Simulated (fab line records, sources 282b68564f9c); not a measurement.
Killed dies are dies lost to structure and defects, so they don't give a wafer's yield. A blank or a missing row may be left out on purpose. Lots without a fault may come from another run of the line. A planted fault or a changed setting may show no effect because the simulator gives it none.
A struck lot beside a sound one | flow rit_cmos | 44 steps out of a route of 202
Sound: wafers L580.1, L580.4, L580.6. Struck: wafers L594.1, L594.4, L594.5. The cause comes at the end.
At each step with rows: each side's tool, then ch and its chambers, then its first start. Under that, the readings that differ: sound wafers | struck wafers | difference of the means | sigmas: that difference in standard deviations of wafers without a fault.
alike: readings whose means differ by less than 2 such deviations, and words and numbers that are the same on both sides. not compared: withheld readings, readings that some wafer has no value for, bounds like >300 that may hide the same value, and numbers for which the record gives no deviation and whose values overlap.
The two part at a step that has a row with sigmas, a row that says differs or no value, or rows on one side only. Numbers that don't overlap but have no deviation are shown without sigmas and don't part them. A reading that every wafer of one side lacks parts them only if that side has two wafers or more.

first, 2 steps without rows for these wafers: RIT_PLDD_PEB_04; RIT_PLDD_DEVELOP_05 (develop time 50 s).
RIT_PLDD_OVL_MEAS_06:
  sound on overlay-01, day 3 19:24; struck on overlay-01, day 6 15:56
  alike: PLDD_OVL
then, 2 steps without rows for these wafers: RIT_PLDD_HARDBAKE_07 (time 60 s); RIT_PLDD_IMPLANT_08.
RIT_PLDD_STRIP_09: strips in O2, time 180 s.
  sound on plasma_asher-04 ch 0,1, day 3 19:49; struck on plasma_asher-01 ch 0,1, day 6 16:16
  alike: drypump_motor_current_A, o2_flow_sccm
  not compared: rf_hours_counter_h
RIT_PLDD_TW_MEAS_10:
  sound on film_metro-03, day 3 19:59; struck on film_metro-03, day 6 16:27
  alike: PLDD_TW
then, 4 steps without rows for these wafers: RIT_SPACER_CLEAN_00 (cleans in SC1, time 600 s); RIT_SPACER_CLEAN_01 (cleans in dHF, time 30 s); RIT_SPACER_CLEAN_02 (cleans in SC2, time 600 s); RIT_SPACER_CVD_03 (deposits Si3N4 from SiH2Cl2/NH3, target thk 250 nm, time 3300 s).
RIT_SPACER_THK_MEAS_04:
  sound on film_metro-04, day 3 22:20; struck on film_metro-02, day 6 18:49
  alike: SPACER_NITRIDE_THK
RIT_SPACER_ETCHBACK_05: etches Si3N4 in SF6/CHF3, stops on SiO2, target depth 250 nm, time 229.8 s.
  sound on rie_diel-01 ch 0,1,3, day 3 22:23; struck on rie_diel-02 ch 1,2,3, day 6 18:53
  reading                                     | sound             | struck            | difference | sigmas
  model.poly-Si_of_GATE_CVD_08.thk_nm (nm)    | 169.3 169.8 168.1 | 131.1 133.2 132.6 | -36.8      |
  model.Si3N4_of_SPACER_CVD_03.thk_nm (nm)    | 199.1 198.9 196.5 | 166 166.1 166.3   | -32        |
  model.SiO2_of_FOX2_OXIDATION_00.thk_nm (nm) | 178.5 177.3 174.3 | 160.7 153.6 156.8 | -19.7      |
  alike: SF6_flow_sccm, drypump_motor_current_A, oes_product_au, throttle_valve_pct
  not compared: rf_hours_counter_h
then, 6 steps without rows for these wafers: RIT_NSD_HMDS_00 (prime time 60 s); RIT_NSD_COAT_01 (resist thk 1000 nm); RIT_NSD_SOFTBAKE_02 (time 60 s); RIT_NSD_EXPOSE_03 (exposes mask M9, target cd 40700 nm); RIT_NSD_PEB_04; RIT_NSD_DEVELOP_05 (develop time 50 s).
RIT_NSD_OVL_MEAS_06:
  sound on overlay-01, day 3 23:31; struck on overlay-01, day 6 19:53
  alike: NSD_OVL
then, 2 steps without rows for these wafers: RIT_NSD_HARDBAKE_07 (time 60 s); RIT_NSD_IMPLANT_08.
RIT_NSD_STRIP_09: strips in O2, time 180 s.
  sound on plasma_asher-03 ch 0,1, day 3 23:51; struck on plasma_asher-01 ch 0,1, day 6 20:13
  alike: drypump_motor_current_A, o2_flow_sccm
  not compared: rf_hours_counter_h
RIT_NSD_TW_MEAS_10:
  sound on film_metro-03, day 4 00:02; struck on film_metro-01, day 6 20:24
  alike: NSD_TW
then, 6 steps without rows for these wafers: RIT_PSD_HMDS_00 (prime time 60 s); RIT_PSD_COAT_01 (resist thk 1000 nm); RIT_PSD_SOFTBAKE_02 (time 60 s); RIT_PSD_EXPOSE_03 (exposes mask M10, target cd 40900 nm); RIT_PSD_PEB_04; RIT_PSD_DEVELOP_05 (develop time 50 s).
RIT_PSD_OVL_MEAS_06:
  sound on overlay-01, day 4 01:02; struck on overlay-02, day 6 21:19
  alike: PSD_OVL
then, 2 steps without rows for these wafers: RIT_PSD_HARDBAKE_07 (time 60 s); RIT_PSD_IMPLANT_08.
RIT_PSD_STRIP_09: strips in O2, time 180 s.
  sound on plasma_asher-03 ch 0,1, day 4 01:22; struck on plasma_asher-02 ch 0,1, day 6 21:38
  alike: drypump_motor_current_A, o2_flow_sccm
  not compared: rf_hours_counter_h
RIT_PSD_TW_MEAS_10:
  sound on film_metro-02, day 4 01:32; struck on film_metro-01, day 6 21:49
  alike: PSD_TW
then, 2 steps without rows for these wafers: RIT_SDANNEAL_CLEAN_00 (cleans in SC1, time 600 s); RIT_SDANNEAL_CLEAN_01 (cleans in dHF, time 30 s).
RIT_SDANNEAL_CLEAN_02: cleans in SC2, time 600 s.
  sound on wet_bench-04 ch 1, day 4 01:47; struck on wet_bench-02 ch 2, day 6 22:05
  reading                                  | sound             | struck            | difference | sigmas
  model.poly-Si_of_GATE_CVD_08.thk_nm (nm) | 164.9 165.5 163.7 | 126.6 128.8 128.2 | -36.8      |
RIT_SDANNEAL_RTA_03: time 5 s.
  sound on rtp_anneal-02 ch 0, day 4 01:58; struck on rtp_anneal-02 ch 0, day 6 22:16
  alike: wafer_temp_C_max
RIT_SDANNEAL_RS_MEAS_04: measures by four-point-probe.
  sound on film_metro-03, day 4 02:01; struck on film_metro-02, day 6 22:19
  alike: PSD_RS
RIT_SDANNEAL_RS_MEAS_05: measures by four-point-probe.
  sound on film_metro-03, day 4 02:08; struck on film_metro-02, day 6 22:26
  alike: NSD_RS
RIT_SDANNEAL_RS_MEAS_06: measures by four-point-probe.
  sound on film_metro-03, day 4 02:16; struck on film_metro-02, day 6 22:34
  alike: PLDD_RS
RIT_SILICIDE_WET_ETCH_00: etches SiO2 in BOE, target depth 14 nm, time 15 s.
  sound on wet_bench-02 ch 1, day 4 02:30; struck on wet_bench-04 ch 1, day 6 22:48
  reading                                     | sound             | struck            | difference | sigmas
  model.Si3N4_of_SPACER_CVD_03.thk_nm (nm)    | 198 197.7 195.3   | 164.8 164.9 165.1 | -32.1      |
  model.SiO2_of_FOX2_OXIDATION_00.thk_nm (nm) | 149.6 148.4 145.4 | 132.1 125.1 128.3 | -19.3      |
RIT_M1_PROBE_99:
  sound on prober-01, day 4 10:20; struck on prober-02, day 7 06:02
  reading                                    | sound | struck | difference | sigmas
  killed_open                                | 7 5 4 | 1 1 0  | -5         | -2
  model.etest.ring.over_limit                | 0 0 0 | 1 1 1  | +1         |
  model.etest.nmos_0p3.short                 | 0 0 0 | 1 1 1  | +1         |
  model.etest.pwell.short                    | 0 0 0 | 1 1 1  | +1         |
  model.etest.pplus_sal.short                | 0 0 0 | 1 1 1  | +1         |
  model.etest.select_edge_diode_n.over_limit | 0 0 0 | 1 1 1  | +1         |
  model.etest.antenna_contact.open           | 0 0 0 | 1 1 1  | +1         |
  model.etest.diode_nplus_pwell.over_limit   | 0 0 0 | 1 1 1  | +1         |
  model.etest.iso_pplus_pwell.short          | 0 0 0 | 1 1 1  | +1         |
  alike: killed_at_contacts, killed_at_front_end, killed_dies, killed_short

WHERE THEY PART
Only at RIT_M1_PROBE_99, within this record.

WHY: what the simulator had put in
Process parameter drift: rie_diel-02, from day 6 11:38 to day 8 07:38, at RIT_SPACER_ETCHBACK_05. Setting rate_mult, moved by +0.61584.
